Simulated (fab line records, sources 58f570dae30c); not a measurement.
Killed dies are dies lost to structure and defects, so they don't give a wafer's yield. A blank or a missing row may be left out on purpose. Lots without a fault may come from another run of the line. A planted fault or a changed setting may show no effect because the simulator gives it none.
fab line records | flow berkeley_cmos170
record lots=14 wafers=42 last_day=11
route steps=331 shown START@4 GATE@143 M2@289 V2@306
lots that met no fault: from a run of the same line without faults
start_h: hours from the record's first day to the start of the lot's first wafer shown | wait_h: hours since the lot's step before | " the same as in the row above | L1.1+2: a row that stands for several wafers | - no value, or no start given | * or withheld: withheld | < > ~ a bound
route shown NAME@n: a module of which the file shows steps, and the number in the route of the first | usual: mean/standard deviation of fault-free wafers | same: alike in all rows | chamber/n: place in a boat | sites: the reading at each site | _std_site: their standard deviation | _edge_site: outer sites' mean less inner sites' | radius_mm: how far each site lies from the wafer's centre | mask NAME#n: copy n | behind: the tool/chamber that last shaped the wafer | hold: why the lot was held/for how many hours/how that ended | device: the transistor (n, p or np) that didn't switch | end of line: the same wafers' tests at the end of the route | a step without rows: its recipe alone | killed: dies lost to structure and defects at the first sort, not the wafer's yield | map: a wafer's dies, x killed, . not, _ none there
set.NAME: the setting as run; set.NAME@STEP: as run at that earlier step | model.NAME: the simulator's own value behind a step, which no gauge read
steps of the route over a sample of lots; a table a step, a row a wafer
services: from which hour (start_h, from the record's first day; less than 0 if before it) a tool's chamber was out of use, for how many hours, and why
## steps
# step UCB170_START_THK_MEAS_03
# recipe reads=SiO2_of_START_OXIDATION_02
# usual START_OXIDE_THK=20.1/0.34
# columns lot.wafer tool chamber start_h wait_h START_OXIDE_THK[nm]
L796.1 film_metro-04 - 14.19 0.0 19.9
L796.5 " - " " 19.1
L796.6 " - " " 20.0
L797.1 film_metro-04 - 18.08 0.0 20.3
L797.2 " - " " 20.1
L797.4 " - " " 20.3
L801.1 film_metro-04 - 37.64 0.0 20.0
L801.4 " - " " 20.1
L801.6 " - " " 20.3
L800.2 film_metro-02 - 37.65 0.0 20.3
L800.4 " - " " 20.2
L800.5 " - " " 20.3
L802.1 film_metro-02 - 47.88 0.0 20.5
L802.3 " - " " 20.1
L802.6 " - " " 20.4
L803.2 film_metro-03 - 47.89 0.0 20.2
L803.5 " - " " 20.0
L803.6 " - " " 20.0
L804.1 film_metro-02 - 54.09 0.0 20.4
L804.5 " - " " 20.4
L804.6 " - " " 20.5
L805.1 film_metro-03 - 62.23 0.0 20.3
L805.4 " - " " 20.0
L805.6 " - " " 20.2
L806.1 film_metro-02 - 62.23 0.0 19.7
L806.3 " - " " 19.8
L806.4 " - " " 19.5
L808.1 film_metro-03 - 75.13 0.0 20.6
L808.5 " - " " 20.7
L808.6 " - " " 20.7
L813.1 film_metro-03 - 100.89 0.0 20.0
L813.3 " - " " 20.0
L813.5 " - " " 19.9
L815.2 film_metro-04 - 110.60 0.0 20.3
L815.3 " - " " 20.2
L815.5 " - " " 20.1
L816.3 film_metro-04 - 114.71 0.0 20.7
L816.4 " - " " 20.5
L816.5 " - " " 20.6
L819.4 film_metro-04 - 129.07 0.0 20.1
L819.5 " - " " 20.3
L819.6 " - " " 20.3
# step UCB170_GATE_CD_MEAS_90
# recipe target_cd_nm=350
# usual cd_nm=350.1/1.5
# columns lot.wafer tool chamber start_h wait_h cd_nm
L796.1 cd_sem-02 - 116.76 0.1 346.5
L796.5 " - " " 347.0
L796.6 " - " " 348.0
L797.1 cd_sem-02 - 127.70 0.1 350.6
L797.2 " - " " 349.0
L797.4 " - " " 349.3
L800.2 cd_sem-01 - 156.83 0.1 349.5
L800.4 " - " " 347.9
L800.5 " - " " 348.4
L801.1 cd_sem-02 - 156.92 0.1 350.8
L801.4 " - " " 348.1
L801.6 " - " " 348.3
L803.2 cd_sem-01 - 165.62 0.1 349.6
L803.5 " - " " 350.7
L803.6 " - " " 350.4
L802.1 cd_sem-01 - 165.82 0.1 351.2
L802.3 " - " " 351.8
L802.6 " - " " 350.3
L806.1 cd_sem-02 - 172.14 0.1 350.1
L806.3 " - " " 352.0
L806.4 " - " " 351.6
L804.1 cd_sem-02 - 172.47 0.1 348.7
L804.5 " - " " 347.9
L804.6 " - " " 349.4
L805.1 cd_sem-02 - 172.75 0.1 347.1
L805.4 " - " " 350.5
L805.6 " - " " 348.0
L808.1 cd_sem-01 - 188.74 0.1 350.4
L808.5 " - " " 349.4
L808.6 " - " " 349.1
L815.2 cd_sem-02 - 213.44 0.2 352.0
L815.3 " - " " 348.9
L815.5 " - " " 349.5
L813.1 cd_sem-01 - 213.65 0.1 349.8
L813.3 " - " " 349.1
L813.5 " - " " 350.2
L816.3 cd_sem-02 - 213.71 0.1 349.2
L816.4 " - " " 352.8
L816.5 " - " " 351.6
L819.4 cd_sem-01 - 234.44 0.1 351.9
L819.5 " - " " 352.2
L819.6 " - " " 351.3
# step UCB170_M2_METAL_ETCH_18
# recipe chemistry=Cl2/BCl3 target=Al stop_on=SiO2 pressure_mtorr=12 target_depth_a=11700 over_etch_frac=0.3 time_s=195 icp_w=600 bias_w=120 Cl2_flow_sccm=90 bcl3_flow_sccm=45
# usual chamber_pressure_mTorr=12.001/0.012 drypump_motor_current_A=5.8/0.35 oes_product_au=0.854/0.01 throttle_valve_pct=24.26/0.23
# columns lot.wafer tool chamber start_h wait_h chamber_pressure_mTorr drypump_motor_current_A oes_product_au rf_hours_counter_h throttle_valve_pct
L796.1 rie_metal-04 1 153.09 - 12.014 6.0 0.872 8 24.29
L796.5 " 0 " " 11.981 5.6 0.851 - 24.55
L796.6 " 1 " " 11.991 6.0 0.867 - 24.30
L797.1 rie_metal-04 0 163.24 - 12.018 5.6 0.859 10 24.55
L797.2 " 1 " " 11.997 6.0 0.860 8 24.31
L797.4 " 0 " " 12.013 5.6 0.857 - 24.54
L801.1 rie_metal-02 0 188.71 - 11.998 5.7 0.847 1 24.33
L801.4 " 1 " " 12.005 6.2 0.844 - 23.90
L801.6 " 1 " " 12.005 6.3 0.845 - 23.90
L800.2 rie_metal-02 1 188.90 - 12.008 6.3 0.851 4 23.91
L800.4 " 0 " " 12.027 5.7 0.830 - 24.34
L800.5 " 0 " " 11.998 5.7 0.833 - 24.35
L802.1 rie_metal-04 0 196.66 - 12.003 5.6 0.841 11 24.54
L802.3 " 0 " " 12.014 5.6 0.851 - 24.54
L802.6 " 0 " " 11.993 5.6 0.858 - 24.55
L803.2 rie_metal-02 0 201.51 - 12.000 5.7 0.843 2 24.34
L803.5 " 1 " " 12.009 6.3 0.863 - 23.90
L803.6 " 0 " " 12.032 5.7 0.836 - 24.32
L804.1 rie_metal-03 0 204.63 - 12.006 5.5 0.845 11 24.21
L804.5 " 0 " " 11.969 5.5 0.856 - 24.18
L804.6 " 1 " " 11.997 5.2 0.855 - 24.52
L806.1 rie_metal-02 0 204.74 - 11.991 5.7 0.847 2 24.32
L806.3 " 0 " " 12.002 5.7 0.838 - 24.33
L806.4 " 1 " " 12.015 6.3 0.860 - 23.89
L805.1 rie_metal-04 1 208.17 - 12.024 6.0 0.855 9 24.30
L805.4 " 1 " " 11.996 6.0 0.857 - 24.31
L805.6 " 1 " " 12.018 5.9 0.858 - 24.31
L808.1 rie_metal-04 1 223.39 - 11.996 6.0 0.854 10 24.32
L808.5 " 1 " " 12.004 6.0 0.865 - 24.31
L808.6 " 0 " " 11.992 5.6 0.841 - 24.56
L815.2 rie_metal-03 1 245.32 - 11.981 5.2 0.855 2 24.51
L815.3 " 0 " " 11.985 5.5 0.845 - 24.21
L815.5 " 1 " " 12.032 5.2 0.844 - 24.51
L813.1 rie_metal-02 0 245.40 - 11.973 5.7 0.854 3 24.32
L813.3 " 1 " " 12.023 6.3 0.849 - 23.90
L813.5 " 0 " " 12.008 5.7 0.855 - 24.34
L816.3 rie_metal-02 1 253.52 - 11.999 6.3 0.859 - 23.89
L816.4 " 0 " " 11.992 5.7 0.844 - 24.33
L816.5 " 1 " " 11.989 6.3 0.858 - 23.90
L819.4 rie_metal-02 0 269.34 - 12.004 5.7 0.836 - 24.34
L819.5 " 0 " " 11.998 5.7 0.832 - 24.34
L819.6 " 1 " " 12.019 6.3 0.856 - 23.88
# step UCB170_V2_ETCH_14
# recipe chemistry=CHF3/CF4/Ar target=SiO2 stop_on=Al CHF3_flow_sccm=45 cf4_flow_sccm=15 Ar_flow_sccm=150 pressure_mtorr=200 rf_w=700 target_depth_a=12500 over_etch_frac=0.25 time_s=291
# usual chamber_pressure_mTorr=199.97/0.19 drypump_motor_current_A=5.8/0.56 oes_product_au=0.873/0.011 throttle_valve_pct=6.94/0.13
# columns lot.wafer tool chamber start_h wait_h chamber_pressure_mTorr drypump_motor_current_A oes_product_au rf_hours_counter_h throttle_valve_pct
L796.1 rie_diel-03 0 155.60 0.0 199.95 5.7 0.867 138 7.16
L796.5 " 0 " " 199.95 5.6 0.869 - 7.18
L796.6 " 1 " " 199.77 6.3 0.875 - 7.00
L797.1 rie_diel-03 3 167.36 0.0 200.04 5.3 0.875 150 6.96
L797.2 " 1 " " 199.69 6.3 0.878 50 6.97
L797.4 " 2 " " 199.67 5.7 0.886 60 7.01
L801.1 rie_diel-01 2 191.53 0.0 199.63 5.3 0.868 136 7.02
L801.4 " 0 " " 199.78 6.6 0.866 6 6.83
L801.6 " 0 " " 200.29 6.6 0.877 - 6.83
L800.2 rie_diel-03 1 191.99 0.0 199.87 6.4 0.881 51 6.98
L800.4 " 2 " " 199.91 5.7 0.885 - 7.01
L800.5 " 1 " " 200.17 6.4 0.881 - 6.98
L802.1 rie_diel-02 3 199.34 0.0 200.15 6.6 0.871 42 6.85
L802.3 " 1 " " 199.93 5.1 0.866 4 7.08
L802.6 " 1 " " 199.94 5.1 0.865 - 7.06
L803.2 rie_diel-01 3 203.91 0.0 200.11 5.6 0.845 106 6.78
L803.5 " 1 " " 200.01 6.5 0.887 - 6.68
L803.6 " 0 " " 200.05 6.6 0.863 - 6.83
L804.1 rie_diel-02 1 206.96 0.0 200.02 5.1 0.864 5 7.07
L804.5 " 3 " " 199.83 6.6 0.872 - 6.86
L804.6 " 0 " " 200.00 5.2 0.878 - 6.89
L806.1 rie_diel-03 0 207.20 0.0 199.85 5.6 0.852 141 7.18
L806.3 " 1 " " 199.79 6.3 0.888 52 6.96
L806.4 " 1 " " 199.79 6.3 0.878 - 6.96
L805.1 rie_diel-03 0 210.75 0.0 199.73 5.6 0.868 141 7.18
L805.4 " 1 " " 200.32 6.4 0.880 - 6.96
L805.6 " 2 " " 199.79 5.7 0.880 - 7.04
L808.1 rie_diel-02 3 226.03 0.0 200.17 6.6 0.867 44 6.87
L808.5 " 1 " " 199.98 5.1 0.869 - 7.06
L808.6 " 3 " " 200.38 6.6 0.869 - 6.86
L815.2 rie_diel-02 0 247.75 0.0 200.12 5.2 0.872 22 6.86
L815.3 " 3 " " 199.72 6.6 0.858 45 6.86
L815.5 " 1 " " 200.20 5.1 0.875 - 7.08
L813.1 rie_diel-03 3 248.08 0.0 200.11 5.3 0.868 2 6.97
L813.3 " 1 " " 200.04 6.4 0.878 55 6.98
L813.5 " 2 " " 199.97 5.7 0.892 - 7.02
L816.3 rie_diel-02 1 255.94 0.0 199.78 5.1 0.860 8 7.06
L816.4 " 0 " " 200.02 5.2 0.881 - 6.86
L816.5 " 3 " " 199.91 6.6 0.873 - 6.87
L819.4 rie_diel-01 0 271.86 0.0 200.07 6.6 0.881 10 6.83
L819.5 " 1 " " 199.81 6.6 0.881 - 6.69
L819.6 " 0 " " 199.94 6.5 0.870 - 6.84
# step UCB170_V2_STRIP_15
# recipe chemistry=O2 power_w=400 pressure_mtorr=3500 platen_temp_c=withheld o2_flow_sccm=400 overash_fraction=0.5
# usual chamber_pressure_mTorr=3500/5.6 drypump_motor_current_A=5.9/0.52 oes_product_au=0.722/0.0045 strip_time_to_endpoint_s=15.31/0.12
# columns lot.wafer tool chamber start_h wait_h chamber_pressure_mTorr drypump_motor_current_A oes_product_au rf_hours_counter_h strip_time_to_endpoint_s
L796.1 plasma_asher-03 1 155.77 0.1 3499 6.4 0.717 46 15.25
L796.5 " 0 " " 3503 6.0 0.720 - 15.20
L796.6 " 1 " " 3501 6.4 0.728 - 15.09
L797.1 plasma_asher-03 1 167.54 0.1 3497 6.4 0.723 47 15.28
L797.2 " 0 " " 3503 6.0 0.715 47 15.16
L797.4 " 0 " " 3498 6.0 0.718 - 15.47
L801.1 plasma_asher-03 0 191.71 0.1 3507 6.0 0.721 50 15.29
L801.4 " 0 " " 3499 6.0 0.721 - 15.28
L801.6 " 0 " " 3445 6.0 0.720 - 15.26
L800.2 plasma_asher-04 1 192.17 0.1 3498 6.1 0.718 44 15.24
L800.4 " 0 " " 3498 5.6 0.720 - 15.42
L800.5 " 1 " " 3500 6.1 0.727 - 15.22
L802.1 plasma_asher-02 1 199.52 0.1 3500 6.0 0.723 49 15.07
L802.3 " 1 " " 3503 6.0 0.724 - 15.24
L802.6 " 0 " " 3504 4.8 0.725 - 15.20
L803.2 plasma_asher-02 1 204.09 0.1 3501 6.0 0.722 50 15.29
L803.5 " 1 " " 3500 6.0 0.720 - 15.43
L803.6 " 0 " " 3498 4.8 0.724 - 15.27
L804.1 plasma_asher-03 0 207.13 0.1 3502 6.0 0.721 52 15.21
L804.5 " 0 " " 3505 6.0 0.718 - 15.22
L804.6 " 1 " " 3500 6.4 0.720 - 15.40
L806.1 plasma_asher-02 1 207.38 0.1 3500 6.0 0.721 50 15.32
L806.3 " 0 " " 3498 4.8 0.722 - 15.19
L806.4 " 1 " " 3501 6.0 0.720 - 15.23
L805.1 plasma_asher-03 0 210.93 0.1 3500 6.0 0.727 53 15.32
L805.4 " 1 " " 3504 6.4 0.721 - 15.28
L805.6 " 1 " " 3505 6.4 0.716 - 15.48
L808.1 plasma_asher-02 1 226.20 0.1 3502 6.0 0.725 53 15.22
L808.5 " 0 " " 3499 4.8 0.724 - 15.31
L808.6 " 1 " " 3501 6.0 0.716 - 15.17
L815.2 plasma_asher-04 1 247.93 0.1 3502 6.1 0.726 45 15.36
L815.3 " 1 " " 3497 6.1 0.715 - 16.35
L815.5 " 0 " " 3500 5.6 0.723 - 15.39
L813.1 plasma_asher-03 1 248.26 0.1 3503 6.4 0.719 58 15.36
L813.3 " 0 " " 3498 6.0 0.725 - 15.13
L813.5 " 0 " " 3502 6.0 0.721 - 15.35
L816.3 plasma_asher-03 0 256.15 0.1 3503 6.0 0.727 - 15.31
L816.4 " 1 " " 3505 6.4 0.724 - 15.25
L816.5 " 1 " " 3497 6.4 0.731 - 16.35
L819.4 plasma_asher-03 1 272.07 0.1 3501 6.4 0.726 - 15.31
L819.5 " 0 " " 3498 6.0 0.719 - 15.35
L819.6 " 1 " " 3494 6.4 0.717 - 15.28
## services
# columns tool chamber start_h hours kind
rie_diel-02 2 136.22 121.8 repair
rie_diel-03 3 151.24 7.8 repair
rie_metal-02 0 156.15 9.1 repair
rie_diel-02 3 159.41 3.8 repair
rie_diel-02 0 159.62 21.0 repair
rie_diel-03 0 163.48 1.8 repair
rie_metal-02 - 166.34 0.3 repair
rie_metal-04 1 168.87 6.3 repair
rie_metal-03 - 168.97 1.6 repair
rie_metal-02 - 169.22 1.4 pm
rie_metal-04 - 178.20 14.6 pm
rie_metal-03 - 188.46 2.4 repair
rie_diel-03 3 190.55 10.0 repair
rie_diel-03 3 200.58 - clean
rie_diel-03 3 200.58 23.8 scheduled_down
rie_diel-03 3 200.58 23.8 vent_cycle
rie_metal-04 0 207.06 2.7 repair
plasma_asher-04 - 211.67 28.1 pm
rie_diel-01 1 214.85 5.7 repair
rie_diel-03 0 227.21 - clean
rie_diel-03 0 227.21 17.3 scheduled_down
rie_diel-03 0 227.21 17.3 vent_cycle
rie_diel-01 2 251.13 - clean
plasma_asher-02 - 257.22 3.6 repair
## key
first_sign step=UCB170_V2_STRIP_15 reading=strip_time_to_endpoint_s direction=up sigmas=8.7 usual=* struck=*
effect none on later readings
met_at UCB170_V2_ETCH_14
struck_lots L815,L816
struck_wafers L815.3,L816.5
sort_left_out L816.5
not_acting_at UCB170_START_THK_MEAS_03,UCB170_GATE_CD_MEAS_90,UCB170_M2_METAL_ETCH_18
onset_between 226.03 247.75
fault kind=process_parameter_drift tool=rie_diel-02 chamber=3 onset_h=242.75 steps=UCB170_V2_ETCH_14 channel=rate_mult offset=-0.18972 shape=step end_h=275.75
# sort_left_out: the simulated sort isn't trusted on such a fault, so these wafers' sort isn't shown, and their yield isn't known
